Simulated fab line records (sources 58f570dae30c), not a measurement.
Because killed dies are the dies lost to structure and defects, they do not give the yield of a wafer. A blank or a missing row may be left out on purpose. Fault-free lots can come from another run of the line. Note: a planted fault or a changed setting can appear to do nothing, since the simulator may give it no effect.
Comparing a struck lot with a sound one || flow berkeley cmos170 || 16 out of 331 route steps
Sound: wafers L933.2, L933.5, L933.6. Wafers L934.4, L934.5, L934.6 were the ones struck. The cause is given at the end.
For every step that has rows: the tool of each side, followed by ch and its chambers, followed by its first start. Under that, the readings that differ: sound wafers || struck wafers || difference of the means || sigmas: that difference in standard deviations of wafers without a fault.
alike: same words and numbers on both sides, and readings whose means sit less than 2 such deviations apart. not compared: any withheld reading, any reading some wafer has no value for, any bound like >300 that may hide the same value, and any number with overlapping values for which the record gives no deviation.
Wherever a step has rows on one side only, a row that says differs or no value, or a row with sigmas, the two part there. Numbers that don't overlap but have no deviation are shown without sigmas and don't part them. A reading missing from all wafers of one side parts the sides only when that side holds two or more wafers.

UCB170_M1_SPUTTER_00: material Al, target thk 600 nm, time 80 s.
  sound on pvd sputter-01, day 12 09:59; struck on pvd sputter-04, day 12 10:22
  alike: throttle valve pct
UCB170_M1_RS_MEAS_01: a four-point-probe measurement.
  sound on film metro-03, day 12 10:04; struck on film metro-02, day 12 10:29
  alike: M1_AL_RS
UCB170_M1_THK_MEAS_02: measures by xrf.
  sound on film metro-03, day 12 10:10; struck on film metro-02, day 12 10:34
  alike: M1_AL_THK
then, 6 steps without rows for these wafers: UCB170_M1_COAT_03; UCB170_M1_COAT_04 (resist thk 900 nm); UCB170_M1_SOFTBAKE_05 (time 60 s); UCB170_M1_EXPOSE_06 (exposes mask METAL1, target cd 700 nm); UCB170_M1_PEB_07; UCB170_M1_DEVELOP_08 (develop time 45 s).
UCB170_M1_CD_MEAS_09: target cd 700 nm.
  sound on cd sem-02, day 12 11:08; struck on cd sem-01, day 12 11:38
  alike: cd nm
UCB170_M1_OVL_MEAS_10:
  sound on overlay-02, day 12 11:14; struck on overlay-01, day 12 11:43
  alike: M1_OVL
UCB170_M1_ETCH_11: etches BARC in N2/H2.
  sound on rie diel-03 ch 0,1, day 12 11:16; struck on rie diel-04 ch 1,2,3, day 12 11:45
  alike: bias w, drypump motor current A, oes product au, throttle valve pct
UCB170_M1_METAL_ETCH_12: etches Al in Cl2/BCl3, stops on PSG, target depth 780 nm, time 130 s.
  sound on rie metal-02 ch 0,1, day 12 11:19; struck on rie metal-04 ch 0,1, day 12 11:49
{"reading": "model.KrF_of_M1_COAT_04.thk nm (nm)", "sound": "393.6 422.3 395.2", "struck": "139.2 134.1 116.2", "difference": -273.9, "sigmas": ""}
{"reading": "model.M1.feature depth nm (nm)", "sound": "634.2 645.9 652", "struck": "671.6 674 672.9", "difference": "+28.8", "sigmas": ""}
{"reading": "model.PSG_of_CONTACT_CVD_01.thk nm (nm)", "sound": "654.4 663.6 660.5", "struck": "624.3 630.2 625.9", "difference": -32.7, "sigmas": ""}
  alike: bias w, drypump motor current A, oes product au, throttle valve pct
  not compared: rf hours counter h
UCB170_M1_STRIP_13: strips in O2.
  sound on plasma asher-04 ch 0,1, day 12 11:27; struck on plasma asher-02 ch 0,1, day 12 11:56
{"reading": "oes product au (a.u.)", "sound": "0.723 0.717 0.717", "struck": "0.465 0.454 0.442", "difference": -0.265, "sigmas": -56}
  alike: drypump motor current A
  not compared: rf hours counter h
UCB170_M1_CD_MEAS_90: target cd 700 nm.
  sound on cd sem-02, day 12 11:34; struck on cd sem-02, day 12 12:21
{"reading": "cd nm (nm)", "sound": "698 700 696", "struck": "680 682 673", "difference": -20, "sigmas": -5}
  not compared: hold
UCB170_M3_PROBE_99:
  rows exist in the record for the sound wafers here (prober-01, day 13 06:46), none for the struck ones

WHERE THEY PART
First at UCB170_M1_STRIP_13; last, within this record, at UCB170_M3_PROBE_99.

WHY: what had been put in by the simulator
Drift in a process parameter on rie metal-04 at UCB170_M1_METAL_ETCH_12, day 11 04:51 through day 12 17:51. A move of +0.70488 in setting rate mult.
